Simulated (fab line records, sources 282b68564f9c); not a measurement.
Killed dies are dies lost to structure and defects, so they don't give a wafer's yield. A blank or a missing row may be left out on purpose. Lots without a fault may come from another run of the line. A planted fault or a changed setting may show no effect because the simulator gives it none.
Split-lot experiment | flow rit_cmos | 5 lots, 23 wafers read, on a route of 202 steps

THE SPLIT
At RIT_NSD_IMPLANT_08, the setting energy_kev was moved away from the recipe's 25 on 8 of the 23 wafers read, by -6.0% to +1.9%. The other wafers ran this setting at the recipe's value.

The reading is taken at the split's own step.

THE READING
implant.drp_nm (the simulator's own value, which no gauge read), in nm, at RIT_NSD_IMPLANT_08. The file gives no usual value for it.

wafer  | tool, chamber at the split | energy_kev as run | against the recipe | implant.drp_nm, nm | against lot-mates on the recipe
L075.1 | implanter-04, 0            | 25                | recipe             | 14.84              | -
L075.3 | implanter-04, 0            | 25                | recipe             | 14.84              | -
L075.4 | implanter-04, 0            | 25                | recipe             | 14.84              | -
L075.5 | implanter-04, 0            | 25                | recipe             | 14.84              | -
L075.6 | implanter-04, 0            | 25                | recipe             | 14.84              | -
L076.1 | implanter-01, 0            | 25                | recipe             | 14.84              | -
L076.4 | implanter-01, 0            | 25                | recipe             | 14.84              | -
L076.5 | implanter-01, 0            | 25                | recipe             | 14.84              | -
L076.2 | implanter-01, 0            | 23.51             | -6.0%              | 14.3               | -0.54
L076.3 | implanter-01, 0            | 23.51             | -6.0%              | 14.3               | -0.54
L078.1 | implanter-01, 0            | 25                | recipe             | 14.84              | -
L078.6 | implanter-01, 0            | 25                | recipe             | 14.84              | -
L078.2 | implanter-01, 0            | 25.47             | +1.9%              | 15                 | +0.16
L078.3 | implanter-01, 0            | 25.47             | +1.9%              | 15                 | +0.16
L078.4 | implanter-01, 0            | 25.47             | +1.9%              | 15                 | +0.16
L079.3 | implanter-01, 0            | 25                | recipe             | 14.84              | -
L079.4 | implanter-01, 0            | 25                | recipe             | 14.84              | -
L079.5 | implanter-01, 0            | 25                | recipe             | 14.84              | -
L084.1 | implanter-03, 0            | 23.86             | -4.6%              | 14.43              | -0.41
L084.4 | implanter-03, 0            | 23.86             | -4.6%              | 14.43              | -0.41
L084.5 | implanter-03, 0            | 23.86             | -4.6%              | 14.43              | -0.41
L084.2 | implanter-03, 0            | 25                | recipe             | 14.84              | -
L084.6 | implanter-03, 0            | 25                | recipe             | 14.84              | -

THE FIT
A straight line over all 23 wafers: implant.drp_nm changes by +0.0897 nm for each +1% of energy_kev; r = +1.00; the points scatter about the line by 0.0032 nm.
The same after taking each lot's own level away (the mean of its wafers on the recipe; 23 wafers): +0.0897 nm for each +1%; r = +1.00; scatter 0.0032 nm.
On that fit, the largest move of energy_kev shifts the reading by 0.53 nm.
The lots' own levels span 14.840 to 14.840 nm.
So the lot-to-lot level changes the slope little: the two slopes agree.
Check: with one of the wafers moved furthest among these (-6.0%) left out of the fit, the line predicts -0.535 nm for it against its lot-mates. It came out at -0.54 nm against them.

OTHER SPLITS ON THESE WAFERS
These wafers also went through other splits before the reading. Each is held against what the fit with the lots' levels taken away leaves over:
other split on the same wafers     | wafers away from the commonest value | r with implant.drp_nm (lot level and that fit taken away)
RIT_ACTIVE_OXIDATION_01 ox_time_s  | 15                                   | -0.54
RIT_NWELL_COAT_01 spin_rpm         | 8                                    | -0.68
RIT_PWELL_IMPLANT_08 energy_kev    | 11                                   | +0.02
RIT_NRETRO_COAT_01 spin_rpm        | 8                                    | +0.21
RIT_NRETRO_IMPLANT_08 energy_kev   | 9                                    | +0.16
RIT_PRETRO_IMPLANT_08 energy_kev   | 11                                   | +0.26
RIT_GATE_CVD_08 pressure_mtorr     | 15                                   | -0.16
RIT_GATE_DEVELOP_15 develop_time_s | 5                                    | -0.08
RIT_NLDD_SOFTBAKE_02 temp_c        | 9                                    | +0.25
RIT_PLDD_IMPLANT_08 energy_kev     | 5                                    | +0.20
RIT_SPACER_ETCHBACK_05 rf_w        | 9                                    | +0.33

THE WHOLE CHAIN: every reading that the file lists as answering this split, in the file's order
step               | what it does | reading                                                         | change (the file's fit)                | r (the file's)
RIT_NSD_IMPLANT_08 |              | implant.rp_nm (the simulator's own value, which no gauge read)  | +0.222 nm for each +1% of the setting  | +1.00
RIT_NSD_IMPLANT_08 |              | implant.drp_nm (the simulator's own value, which no gauge read) | +0.0904 nm for each +1% of the setting | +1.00

THE FILE'S OWN FIT
implant.drp_nm changes by +0.0904 nm for each +1% of energy_kev, r = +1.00.
